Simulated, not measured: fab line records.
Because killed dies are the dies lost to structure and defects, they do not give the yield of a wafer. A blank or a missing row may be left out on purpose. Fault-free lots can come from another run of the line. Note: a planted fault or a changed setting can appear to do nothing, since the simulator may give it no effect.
One fault seen from 2 desks :: flow berkeleyCmos170 :: only its own numbers are on each desk; what lay behind them is given at the end

## TOOL OWNER'S DESK, implanter-03
UCB170_PVT_IMPLANT_07, tool's own readings: per-lot mean of the sampled wafers with a number, covering each lot this tool ran. A lot is out of limits, marked OUT, if its mean lies more than 4 standard deviations from the usual mean; the brackets give that distance.
Columns: A = beamEnergyKeV at UCB170_PVT_IMPLANT_07, usual 30.001; B = doseIonsCm2 at UCB170_PVT_IMPLANT_07, usual 1.9997e+12; C = faradayCurrentUA at UCB170_PVT_IMPLANT_07, usual 6.34
lot: L891
first seen here: day 5 23:41
A: 30.006
B: 1.9995e+12
C: 6.27

lot: L893
first seen here: day 6 11:31
A: 30.004
B: 1.9999e+12
C: 6.40

lot: L898
first seen here: day 7 22:46
A: 29.996
B: 1.9997e+12
C: 6.34

lot: L906
first seen here: day 9 13:13
A: 29.999
B: 1.2677e+12 (-99 or more) OUT
C: 3.99 (-18) OUT

lot: L907
first seen here: day 10 08:45
A: 29.997
B: 1.2696e+12 (-99 or more) OUT
C: 4.02 (-18) OUT
This desk's verdict: out of limits on L906, L907, starting with L906 at day 9 13:13 (doseIonsCm2 at UCB170_PVT_IMPLANT_07). L891, L893, L898 stayed within limits.

## AT THE METROLOGY DESK
What the gauges read for every lot (on any tool): the sampled wafers with a number, averaged. A lot is out of limits, marked OUT, if its mean lies more than 4 standard deviations from the usual mean; the brackets give that distance.
Columns: A = WELLDRIVE_OXIDE_THK at UCB170_WELLDRIVE_THK_MEAS_02, usual 200 nm; B = PVT_TW at UCB170_PVT_TW_MEAS_09, usual 508
lot: L888
first seen here: day 3 16:28
A: 205
B: 514

lot: L889
first seen here: day 3 16:28
A: 209
B: 506

lot: L891
first seen here: day 3 21:22
A: 198
B: 504

lot: L893
first seen here: day 4 14:10
A: 202
B: 514

lot: L894
first seen here: day 4 22:49
A: 198
B: 505

lot: L897
first seen here: day 5 10:07
A: 201
B: 507

lot: L898
first seen here: day 5 19:06
A: 198
B: 503

lot: L900
first seen here: day 6 01:47
A: 198
B: 506

lot: L901
first seen here: day 6 10:53
A: 195
B: 510

lot: L906
first seen here: day 7 06:42
A: 200
B: 442 (-21) OUT

lot: L907
first seen here: day 7 17:25
A: 195
B: 446 (-19) OUT

lot: L909
first seen here: day 7 22:18
A: 201
B: 508

lot: L910
first seen here: day 8 07:10
A: 201
B: 510

lot: L911
first seen here: day 8 07:10
A: 200
B: 509
This desk's finding: out of limits on L906, L907; first on L906, day 9 13:28 (PVT_TW at UCB170_PVT_TW_MEAS_09). L888, L889, L891, L893, L894, L897, L898, L900, L901, L909, L910, L911 stayed within limits.

## ALL TOGETHER
An alarm could have come from the tool owner's desk at day 9 13:13, on L906, L907.
An alarm was possible from the metrology desk at day 9 13:28, on L906, L907.
On implanter-03, each named lot ran UCB170_PVT_IMPLANT_07.

## WHAT WAS PUT IN BY THE SIMULATOR
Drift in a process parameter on implanter-03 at UCB170_PVT_IMPLANT_07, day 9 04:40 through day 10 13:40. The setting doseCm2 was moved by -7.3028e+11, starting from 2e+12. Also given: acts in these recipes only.
Shown lots that were struck: L906, L907.
Fault start to first reading out of limits, in hours, per desk: tool owner, 9; metrology, 9.
